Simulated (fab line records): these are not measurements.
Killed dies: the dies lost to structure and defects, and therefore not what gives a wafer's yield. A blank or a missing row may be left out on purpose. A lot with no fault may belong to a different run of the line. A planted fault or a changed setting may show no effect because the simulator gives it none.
What tool caused it? + flow berkeleyCmos170 + Sampling: 7 lots, 21 wafers, 2 of 331 route steps

## WHAT EACH GAUGE READ, for each wafer
UCB170_GATE_THK_MEAS_02.
| lot  | measured     | on           | GATE_OXIDE_THK (nm) |
|------|--------------|--------------|---------------------|
| L206 | day 7 18:10  | filmMetro-02 | 6.65 6.59 6.61      |
| L210 | day 8 17:11  | filmMetro-02 | 6.55 6.74 6.65      |
| L212 | day 8 17:15  | filmMetro-03 | 6.52 6.50 6.49      |
| L214 | day 9 04:34  | filmMetro-01 | 6.89 6.93 7.25      |
| L222 | day 10 10:16 | filmMetro-01 | 6.44 6.55 6.50      |
| L225 | day 11 04:27 | filmMetro-01 | 6.62 6.60 6.51      |
| L227 | day 11 14:59 | filmMetro-03 | 6.51 6.47 6.58      |

## TOOL THAT RAN EACH LOT (tool first, then ch and the chambers of the sampled wafers, then the start)
| lot  | UCB170_GATE_OXIDATION_01      |
|------|-------------------------------|
| L206 | furnace-02 ch 0, day 7 16:37  |
| L210 | furnace-01 ch 0, day 8 15:41  |
| L212 | furnace-01 ch 0, day 8 15:41  |
| L214 | furnace-01 ch 0, day 9 03:04  |
| L222 | furnace-04 ch 0, day 10 08:45 |
| L225 | furnace-02 ch 0, day 11 02:57 |
| L227 | furnace-02 ch 0, day 11 13:29 |
- UCB170_GATE_OXIDATION_01: target thk 6.6 nm, ox time 1800 s.

## THE ANSWER, worked out from the rows above alone
Rule: usual is defined by the lots themselves. The widest of any qualifying gaps counts: lots, ordered by their means at a reading, are off when they make up no more than a third of the lots, leave a main group of 4 or more, and stand apart from it by 3 or more times the standard deviation of that group's means. The tables above print the reading to a certain number of digits; a main group whose means all agree to those digits is not used. A lot without any number at a reading at which 4 lots or more have one is off too. The other lots that the step has rows for count as sound.
Off: L214, seen at UCB170_GATE_THK_MEAS_02 (GATE_OXIDE_THK). The main group has a mean of 6.56 nm with a standard deviation of 0.057.
A tool fits if, at a process step before that reading, it ran every lot that is off, and no sound lot after the first of them. Those tools and the gauges at UCB170_GATE_THK_MEAS_02 are tried in the same way. One candidate fits, namely furnace-01 at UCB170_GATE_OXIDATION_01. A fault onset in the window from L210 (day 8 15:41, its last sound lot) to L214 (day 9 03:04, its first lot off) fits.

## WHAT HAD BEEN PUT IN BY THE SIMULATOR
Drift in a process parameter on furnace-01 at UCB170_GATE_OXIDATION_01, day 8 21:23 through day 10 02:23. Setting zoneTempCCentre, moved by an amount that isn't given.
Struck lots among those shown: L214. The rule above found the same.
